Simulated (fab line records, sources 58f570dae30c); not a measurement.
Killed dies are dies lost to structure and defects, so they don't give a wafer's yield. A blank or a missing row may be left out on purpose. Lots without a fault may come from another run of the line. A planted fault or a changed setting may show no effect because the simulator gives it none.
Which tool did it? | flow berkeley_cmos170 | 14 lots, 42 wafers sampled, at 5 steps of a route of 331

WHAT THE GAUGES READ, wafer by wafer
UCB170_NWELL_THK_MEAS_05. Usual: NWELL_NITRIDE_THK 224.5 nm, standard deviation 2.5.
lot  | measured    | on            | NWELL_NITRIDE_THK (nm) | flag
L911 | day 2 04:32 | film_metro-03 | 220.8 221.0 221.0      |
L912 | day 2 14:05 | film_metro-04 | 225.7 226.8 226.9      |
L913 | day 2 16:59 | film_metro-03 | 221.9 220.5 222.8      |
L914 | day 2 23:56 | film_metro-01 | 225.4 227.0 227.5      |
L916 | day 3 11:08 | film_metro-04 | 225.5 227.0 225.3      |
L917 | day 3 17:04 | film_metro-04 | 221.9 223.5 221.7      |
L921 | day 4 07:32 | film_metro-03 | 220.8 221.1 221.0      |
L924 | day 5 01:45 | film_metro-01 | 266.7 267.0 267.1      | OFF
L925 | day 5 01:49 | film_metro-01 | 264.4 263.6 262.6      | OFF
L927 | day 5 12:46 | film_metro-04 | 228.1 228.7 227.0      |
L928 | day 5 17:01 | film_metro-01 | 226.3 226.6 227.0      |
L929 | day 5 21:37 | film_metro-03 | 224.1 224.1 226.2      |
L931 | day 6 09:12 | film_metro-01 | 223.9 222.1 223.0      |
L932 | day 6 14:02 | film_metro-04 | 228.3 227.3 227.7      |

UCB170_CONTACT_THK_MEAS_02. Usual: CONTACT_PSG_THK 700 nm, standard deviation 6.7.
lot  | measured     | on            | CONTACT_PSG_THK (nm) | flag
L911 | day 6 09:57  | film_metro-01 | 695 698 699          |
L912 | day 7 01:18  | film_metro-01 | 686 690 694          |
L913 | day 7 00:33  | film_metro-02 | 702 698 696          |
L914 | day 7 13:00  | film_metro-03 | 692 700 697          |
L916 | day 8 00:20  | film_metro-02 | 719 707 707          |
L917 | day 8 01:53  | film_metro-02 | 692 697 692          |
L921 | day 9 11:34  | film_metro-03 | 696 689 694          |
L927 | day 10 08:35 | film_metro-01 | 704 703 701          |
L928 | day 10 15:01 | film_metro-02 | 700 702 702          |
L929 | day 10 16:48 | film_metro-01 | 705 708 709          |
L931 | day 11 01:40 | film_metro-03 | 701 701 697          |
L932 | day 11 15:32 | film_metro-03 | 704 699 702          |

WHICH TOOL RAN EACH LOT (tool, then ch and the chambers of the sampled wafers, then the start)
lot  | UCB170_NWELL_CVD_04        | UCB170_NWELL_ETCH_13              | UCB170_SDANNEAL_RTA_01
L911 | lpcvd-02 ch 0, day 2 02:36 | rie_diel-01 ch 0,2,3, day 2 06:35 | rtp_anneal-01 ch 0, day 6 05:50
L912 | lpcvd-02 ch 0, day 2 12:09 | rie_diel-01 ch 0,1, day 2 16:25   | rtp_anneal-02 ch 0, day 6 21:55
L913 | lpcvd-01 ch 0, day 2 15:03 | rie_diel-01 ch 0,1,3, day 2 18:05 | rtp_anneal-01 ch 0, day 6 21:40
L914 | lpcvd-02 ch 0, day 2 22:00 | rie_diel-04 ch 1,2,3, day 3 01:00 | rtp_anneal-01 ch 0, day 7 08:56
L916 | lpcvd-02 ch 1, day 3 09:13 | rie_diel-04 ch 1,2, day 3 12:25   | rtp_anneal-01 ch 0, day 7 21:21
L917 | lpcvd-02 ch 0, day 3 15:08 | rie_diel-01 ch 0,2,3, day 3 18:00 | rtp_anneal-02 ch 0, day 7 21:36
L921 | lpcvd-02 ch 0, day 4 05:36 | rie_diel-04 ch 0,3, day 4 08:43   | rtp_anneal-01 ch 0, day 9 06:59
L924 | lpcvd-02 ch 0, day 4 23:48 | rie_diel-03 ch 1,2, day 5 02:40   | -
L925 | lpcvd-02 ch 1, day 4 23:48 | rie_diel-04 ch 1,2, day 5 03:16   | -
L927 | lpcvd-01 ch 0, day 5 10:48 | rie_diel-04 ch 0,1,2, day 5 14:29 | rtp_anneal-01 ch 0, day 10 05:23
L928 | lpcvd-01 ch 1, day 5 15:05 | rie_diel-04 ch 1,2, day 5 18:36   | rtp_anneal-02 ch 0, day 10 12:08
L929 | lpcvd-01 ch 0, day 5 19:41 | rie_diel-03 ch 0,2,3, day 5 22:46 | rtp_anneal-02 ch 0, day 10 13:02
L931 | lpcvd-01 ch 0, day 6 07:15 | rie_diel-01 ch 0,2, day 6 10:08   | rtp_anneal-02 ch 0, day 10 22:45
L932 | lpcvd-01 ch 0, day 6 12:05 | rie_diel-03 ch 0,2,3, day 6 16:02 | rtp_anneal-01 ch 0, day 11 12:38
- UCB170_NWELL_CVD_04: deposits Si3N4 from SiH2Cl2/NH3, target thk 224 nm, time 3360 s.
- UCB170_NWELL_ETCH_13: etches Si3N4 in CH3F/Ar/O2, stops on SiO2, target depth 246.4 nm, time 154 s.
- UCB170_SDANNEAL_RTA_01: time 5 s.

WHAT THE TOOLS THEMSELVES READ (means of the sampled wafers that have a number; where no wafer has one, the mark that the record gives instead)
UCB170_NWELL_CVD_04. Usual: pressure_mtorr 200.0 mTorr, standard deviation 0.41; spike_tc_centre_C 803.8 C, standard deviation 1.2; spike_tc_load_C 826.0 C, standard deviation 2.2; spike_tc_source_C 823.4 C, standard deviation 1.1; susceptor_temp_C 800.0 C, standard deviation 0.31.
lot  | tool     | pressure_mtorr (mTorr) | spike_tc_centre_C (C) | spike_tc_load_C (C) | spike_tc_source_C (C) | susceptor_temp_C (C) | flag
L911 | lpcvd-02 | 199.9                  | 804.0                 | 827.1               | 823.6                 | 799.6                |
L912 | lpcvd-02 | 199.9                  | 804.6                 | 827.3               | 822.1                 | 800.3                |
L913 | lpcvd-01 | 200.3                  | 803.9                 | 826.7               | 822.7                 | 800.0                |
L914 | lpcvd-02 | 199.8                  | 804.5                 | 826.6               | 823.3                 | 800.2                |
L916 | lpcvd-02 | 199.8                  | 802.2                 | 826.7               | 823.0                 | 799.9                |
L917 | lpcvd-02 | 200.0                  | 804.0                 | 827.0               | 823.4                 | 799.9                |
L921 | lpcvd-02 | 200.4                  | 805.3                 | 827.1               | 823.5                 | 799.9                |
L924 | lpcvd-02 | 200.1                  | 812.9                 | 834.8               | 832.5                 | 808.8                | OFF
L925 | lpcvd-02 | 200.0                  | 810.5                 | 835.6               | 831.5                 | 808.7                | OFF
L927 | lpcvd-01 | 199.9                  | 803.8                 | 825.5               | 822.5                 | 799.9                |
L928 | lpcvd-01 | 200.1                  | 803.4                 | 816.1               | 822.5                 | 800.1                | OFF
L929 | lpcvd-01 | 199.8                  | 803.9                 | 826.4               | 822.9                 | 799.8                |
L931 | lpcvd-01 | 200.0                  | 805.0                 | 826.8               | 821.6                 | 800.1                |
L932 | lpcvd-01 | 199.7                  | 804.9                 | 825.2               | 823.5                 | 799.7                |

UCB170_NWELL_ETCH_13. Usual: drypump_motor_current_A 5.8 A, standard deviation 0.39; oes_product_au 0.944 a.u., standard deviation 0.012; throttle_valve_pct 7.98 %, standard deviation 0.11.
lot  | tool        | drypump_motor_current_A (A) | oes_product_au (a.u.) | throttle_valve_pct (%) | flag
L911 | rie_diel-01 | 5.9                         | 0.937                 | 7.96                   |
L912 | rie_diel-01 | 5.7                         | 0.962                 | 8.08                   |
L913 | rie_diel-01 | 5.6                         | 0.942                 | 8.01                   |
L914 | rie_diel-04 | 5.7                         | 0.951                 | 7.91                   |
L916 | rie_diel-04 | 5.9                         | 0.951                 | 7.91                   |
L917 | rie_diel-01 | 5.9                         | 0.946                 | 7.96                   |
L921 | rie_diel-04 | 6.1                         | 0.928                 | 7.97                   |
L924 | rie_diel-03 | 5.8                         | 0.973                 | 7.94                   |
L925 | rie_diel-04 | 5.9                         | 0.995                 | 7.91                   | OFF
L927 | rie_diel-04 | 6.0                         | 0.954                 | 7.95                   |
L928 | rie_diel-04 | 5.7                         | 0.956                 | 7.93                   |
L929 | rie_diel-03 | 5.6                         | 0.936                 | 7.99                   |
L931 | rie_diel-01 | 6.3                         | 0.948                 | 8.00                   |
L932 | rie_diel-03 | 5.6                         | 0.948                 | 7.98                   |

UCB170_SDANNEAL_RTA_01. Usual: lamp_power_pct 37.9 %, standard deviation 2.6; wafer_temp_C_max 1056.2, standard deviation 1.2.
lot  | tool          | lamp_power_pct (%) | wafer_temp_C_max | flag
L911 | rtp_anneal-01 | 34.8               | 1056.2           |
L912 | rtp_anneal-02 | 40.0               | 1055.9           |
L913 | rtp_anneal-01 | 34.9               | 1056.4           |
L914 | rtp_anneal-01 | 34.8               | 1056.7           |
L916 | rtp_anneal-01 | 34.8               | 1056.8           |
L917 | rtp_anneal-02 | 40.1               | 1055.8           |
L921 | rtp_anneal-01 | 34.9               | 1056.4           |
L927 | rtp_anneal-01 | 34.8               | 1055.8           |
L928 | rtp_anneal-02 | 40.1               | 1056.2           |
L929 | rtp_anneal-02 | 40.1               | 1055.9           |
L931 | rtp_anneal-02 | 40.1               | 1055.7           |
L932 | rtp_anneal-01 | 34.8               | 1055.1           |

THE ANSWER, worked out from the rows above alone
Rule: a lot is off if the mean of its wafers that have a number lies more than 3 standard deviations from the usual mean. A lot without any number at a reading at which 4 lots or more have one is off too. The other lots that the step has rows for count as sound. The gauges are gone through in route order, then the tools' own readings, and for those a lot's mean is taken as printed above. The first step at which some lot is off is used, and at that step the reading that is off furthest; a lot without a number counts as furthest.
Off: L924, L925, at UCB170_NWELL_THK_MEAS_05 (NWELL_NITRIDE_THK).
A tool fits if, at a process step before that reading, it ran every lot that is off, and no sound lot after the first of them. The gauges at UCB170_NWELL_THK_MEAS_05 aren't tried: what is off there is off at UCB170_NWELL_CVD_04 too, on other tools, and a gauge's error can't cause that. One fits: lpcvd-02 at UCB170_NWELL_CVD_04. Its last sound lot is L921 (day 4 05:36), its first lot that is off L924 (day 4 23:48): a fault that began between those two fits.
The tool's own readings at UCB170_NWELL_CVD_04 bear it out: on the lots that are off they differ by more than 5 times the standard deviation of the sound lots' means. spike_tc_centre_C reads 811.7 C there against 804.1 C on the sound lots; spike_tc_source_C reads 832.0 C there against 822.9 C on the sound lots; susceptor_temp_C reads 808.8 C there against 800.0 C on the sound lots.

WHAT THE SIMULATOR HAD PUT IN
Process parameter drift: lpcvd-02, from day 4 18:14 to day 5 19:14, at UCB170_NWELL_CVD_04. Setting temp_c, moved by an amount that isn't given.
Lots struck among those shown: L924, L925. The rule above found the same.
